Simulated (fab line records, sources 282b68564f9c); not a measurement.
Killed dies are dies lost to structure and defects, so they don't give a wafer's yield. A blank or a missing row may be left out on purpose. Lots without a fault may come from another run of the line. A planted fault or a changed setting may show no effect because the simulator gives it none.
Which tool did it? | flow rit_cmos | 14 lots, 42 wafers sampled, at 4 steps of a route of 202

WHAT THE GAUGES READ, wafer by wafer
RIT_ACTIVE_BOW_MEAS_00. Usual: INCOMING_BOW 0 um, standard deviation 6.9.
lot  | measured    | on            | INCOMING_BOW (um) | flag
L582 | day 1 10:00 | film_metro-04 | -3 -5 4           |
L584 | day 1 20:01 | film_metro-01 | 4 -8 -3           |
L585 | day 2 01:00 | film_metro-01 | 8 -17 10          |
L586 | day 2 06:00 | film_metro-04 | -9 1 -1           |
L587 | day 2 11:00 | film_metro-01 | 9 -3 10           |
L591 | day 3 07:00 | film_metro-01 | 6 10 2            |
L595 | day 4 03:00 | film_metro-04 | -4 -3 11          |
L596 | day 4 08:01 | film_metro-03 | 9 9 1             |
L598 | day 4 18:00 | film_metro-04 | -9 -5 4           |
L599 | day 4 23:01 | film_metro-01 | -1 -4 -1          |
L602 | day 5 14:01 | film_metro-03 | 3 0 -5            |
L603 | day 5 19:02 | film_metro-01 | 13 10 5           |
L604 | day 6 00:04 | film_metro-04 | 1 0 7             |
L605 | day 6 05:01 | film_metro-04 | -6 2 5            |

RIT_GATE_CD_MEAS_16: target cd 150 nm. Usual: cd_nm 149.4 nm, standard deviation 2.2.
lot  | measured    | on        | cd_nm (nm)                          | flag
L582 | day 2 13:20 | cd_sem-01 | 144.6 143.6 148.9                   |
L584 | day 2 23:22 | cd_sem-02 | 150.0 147.2 148.5                   |
L585 | day 3 05:05 | cd_sem-01 | 150.3 147.9 147.4                   |
L586 | day 3 09:48 | cd_sem-02 | 153.6 152.2 150.9                   |
L587 | day 3 14:38 | cd_sem-02 | 136.6 136.1 136.8 136.7 136.1 137.0 | OFF
L591 | day 4 10:57 | cd_sem-02 | 139.7 140.5 141.3 139.8 140.3 141.3 | OFF
L595 | day 5 17:19 | cd_sem-01 | 151.9 151.1 153.4                   |
L596 | day 5 19:52 | cd_sem-02 | 144.7 145.4 144.9                   |
L598 | day 6 01:35 | cd_sem-01 | 147.1 150.9 150.7                   |
L599 | day 6 08:51 | cd_sem-02 | 150.0 147.8 149.7                   |
L602 | day 6 18:55 | cd_sem-01 | 151.7 151.1 152.4                   |
L603 | day 6 23:34 | cd_sem-01 | 149.2 149.2 150.5                   |
L604 | day 7 03:26 | cd_sem-02 | 147.8 152.8 147.8                   |
L605 | day 7 07:37 | cd_sem-02 | 149.1 150.5 148.4                   |

RIT_REOX_THK_MEAS_04. Usual: REOX_OXIDE_THK 24.9 nm, standard deviation 0.41.
lot  | measured    | on            | REOX_OXIDE_THK (nm) | flag
L582 | day 2 16:58 | film_metro-01 | 25.2 25.5 25.0      |
L584 | day 3 02:59 | film_metro-02 | 24.6 24.8 24.6      |
L585 | day 3 09:43 | film_metro-03 | 24.3 24.9 25.0      |
L586 | day 3 13:27 | film_metro-03 | 24.6 24.4 24.6      |
L587 | day 3 23:03 | film_metro-02 | 24.8 24.5 24.6      |
L591 | day 5 04:23 | film_metro-01 | 24.7 24.3 24.1      |
L595 | day 5 21:15 | film_metro-02 | 25.8 24.5 25.3      |
L596 | day 6 00:53 | film_metro-02 | 25.4 25.3 25.1      |
L598 | day 6 05:13 | film_metro-01 | 24.6 25.1 24.5      |
L599 | day 6 12:28 | film_metro-01 | 24.7 24.7 24.2      |
L602 | day 6 22:32 | film_metro-02 | 24.2 24.9 24.6      |
L603 | day 7 03:17 | film_metro-03 | 24.6 24.4 24.6      |
L604 | day 7 07:02 | film_metro-02 | 24.8 24.8 24.8      |
L605 | day 7 11:14 | film_metro-02 | 24.9 24.8 24.6      |

WHICH TOOL RAN EACH LOT (tool, then ch and the chambers of the sampled wafers, then the start)
lot  | RIT_GATE_DEVELOP_15
L582 | litho_track-02 ch 0, day 2 13:00
L584 | litho_track-03 ch 0, day 2 23:00
L585 | litho_track-03 ch 0, day 3 04:00
L586 | litho_track-02 ch 0, day 3 09:00
L587 | litho_track-03 ch 0, day 3 14:00
L591 | litho_track-03 ch 0, day 4 10:00
L595 | litho_track-01 ch 0, day 5 17:00
L596 | litho_track-01 ch 0, day 5 19:00
L598 | litho_track-02 ch 0, day 6 01:00
L599 | litho_track-01 ch 0, day 6 08:00
L602 | litho_track-02 ch 0, day 6 18:00
L603 | litho_track-02 ch 0, day 6 23:00
L604 | litho_track-02 ch 0, day 7 03:00
L605 | litho_track-01 ch 0, day 7 07:00
- RIT_GATE_DEVELOP_15: develop time 50 s.

WHAT THE TOOLS THEMSELVES READ (means of the sampled wafers that have a number; where no wafer has one, the mark that the record gives instead)
RIT_GATE_DEVELOP_15. Usual: developer_temp_C 22.99 C, standard deviation 0.13; exhaust_pa 45.1 Pa, standard deviation 0.99; resist_line_temp_C 22.99 C, standard deviation 0.11.
lot  | tool           | developer_temp_C (C) | exhaust_pa (Pa) | resist_line_temp_C (C) | flag
L582 | litho_track-02 | 22.98                | 45.4            | 22.94                  |
L584 | litho_track-03 | 23.08                | 45.6            | 22.96                  |
L585 | litho_track-03 | 23.12                | 45.5            | 23.13                  |
L586 | litho_track-02 | 23.03                | 45.9            | 22.99                  |
L587 | litho_track-03 | 20.60                | 45.7            | 23.06                  | OFF
L591 | litho_track-03 | 20.62                | 46.6            | 23.16                  | OFF
L595 | litho_track-01 | 23.08                | 44.8            | 22.94                  |
L596 | litho_track-01 | 23.17                | 44.8            | 23.07                  |
L598 | litho_track-02 | 22.96                | 45.5            | 23.01                  |
L599 | litho_track-01 | 22.97                | 45.1            | 22.91                  |
L602 | litho_track-02 | 22.92                | 45.5            | 23.04                  |
L603 | litho_track-02 | 23.04                | 43.6            | 23.15                  |
L604 | litho_track-02 | 22.91                | 44.8            | 22.92                  |
L605 | litho_track-01 | 23.15                | 45.6            | 22.88                  |

THE ANSWER, worked out from the rows above alone
Rule: a lot is off if the mean of its wafers that have a number lies more than 3 standard deviations from the usual mean. A lot without any number at a reading at which 4 lots or more have one is off too. The other lots that the step has rows for count as sound. The gauges are gone through in route order, then the tools' own readings, and for those a lot's mean is taken as printed above. The first step at which some lot is off is used, and at that step the reading that is off furthest; a lot without a number counts as furthest.
Off: L587, L591, at RIT_GATE_CD_MEAS_16 (cd_nm).
A tool fits if, at a process step before that reading, it ran every lot that is off, and no sound lot after the first of them. The gauges at RIT_GATE_CD_MEAS_16 aren't tried: what is off there is off at RIT_GATE_DEVELOP_15 too, on other tools, and a gauge's error can't cause that. One fits: litho_track-03 at RIT_GATE_DEVELOP_15. Its last sound lot is L585 (day 3 04:00), its first lot that is off L587 (day 3 14:00): a fault that began between those two fits.
The tool's own readings at RIT_GATE_DEVELOP_15 bear it out: on the lots that are off they differ by more than 5 times the standard deviation of the sound lots' means. developer_temp_C reads 20.61 C there against 23.03 C on the sound lots.

WHAT THE SIMULATOR HAD PUT IN
Process parameter drift: litho_track-03, from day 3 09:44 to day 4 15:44, at RIT_GATE_DEVELOP_15. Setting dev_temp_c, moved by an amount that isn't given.
Lots struck among those shown: L587, L591. The rule above found the same.
